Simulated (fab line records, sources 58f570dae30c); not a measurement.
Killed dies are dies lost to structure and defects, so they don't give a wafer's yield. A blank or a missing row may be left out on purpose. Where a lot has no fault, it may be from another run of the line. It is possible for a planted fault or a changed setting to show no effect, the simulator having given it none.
Chamber matching    flow berkeley cmos170    UCB170_V1_CMP_02 on cmp-02: 4 sister chambers
The step polishes SiO2. 18 wafers are shown with their chamber, then 9 later ones without.

WAFERS, EACH WITH ITS CHAMBER
wafer   chamber  motor current A (A)  platen rpm (rpm)
L183.1  2        16.5                 60.03
L183.2  0        16.1                 59.93
L183.4  3        17.3                 60.02
L185.3  0        15.7                 59.93
L185.4  2        17.2                 60.03
L185.6  2        17.1                 60.02
L191.1  1        16.4                 59.97
L191.4  0        15.5                 60.03
L191.6  3        16.1                 59.98
L195.2  3        17.4                 59.97
L195.3  2        16.8                 59.99
L195.6  2        17.2                 59.99
L194.3  3        17.1                 60.02
L194.4  0        15.4                 60.04
L194.5  3        16.9                 60.03
L199.3  2        17.1                 59.92
L199.5  0        15.7                 59.94
L199.6  3        17.9                 59.98

SIGNATURES, as means of the wafers listed above
reading          chamber 0  chamber 1  chamber 2  chamber 3  scatter within a chamber
motor current A  15.680     16.400     16.983     17.117     0.421
platen rpm       59.9740    59.9700    59.9967    60.0000    0.042
Rule: for each reading, subtract the chamber's mean from the wafer's reading, divide by that reading's scatter and square the result; add these up over the readings and take the root, which gives the wafer's distance from the chamber. The wafer belongs to the nearest chamber; if the next one is less than 2 further off, it can't be placed. The scatter: the root of (the sum of the squares of (reading less its chamber's mean) over the shown wafers, divided by (wafers less chambers)).

WAFERS WITH NO CHAMBER GIVEN
wafer   motor current A (A)  platen rpm (rpm)
L202.1  15.7                 60.08
L202.3  15.7                 60.01
L202.5  16.3                 60.02
L201.4  18.0                 60.01
L201.5  18.0                 59.98
L201.6  16.8                 60.02
L204.1  15.9                 59.99
L204.5  16.6                 60.00
L204.6  17.2                 60.08

THE CHAMBER EACH PASSED THROUGH
wafer   from the rows above                in truth
L202.1  can't be placed: 0 or 1 or 2 or 3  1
L202.3  can't be placed: 0 or 1            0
L202.5  can't be placed: 1 or 2 or 0 or 3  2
L201.4  can't be placed: 3 or 2 or 1       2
L201.5  can't be placed: 3 or 2 or 1       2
L201.6  can't be placed: 2 or 3 or 1       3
L204.1  can't be placed: 0 or 1 or 2       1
L204.5  can't be placed: 1 or 2 or 3 or 0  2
L204.6  can't be placed: 3 or 2 or 1       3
Correctly placed: 0 of 9. Unplaceable from these rows: 9, with the true chamber sitting among the candidates in 9. Number placed wrongly: 0.
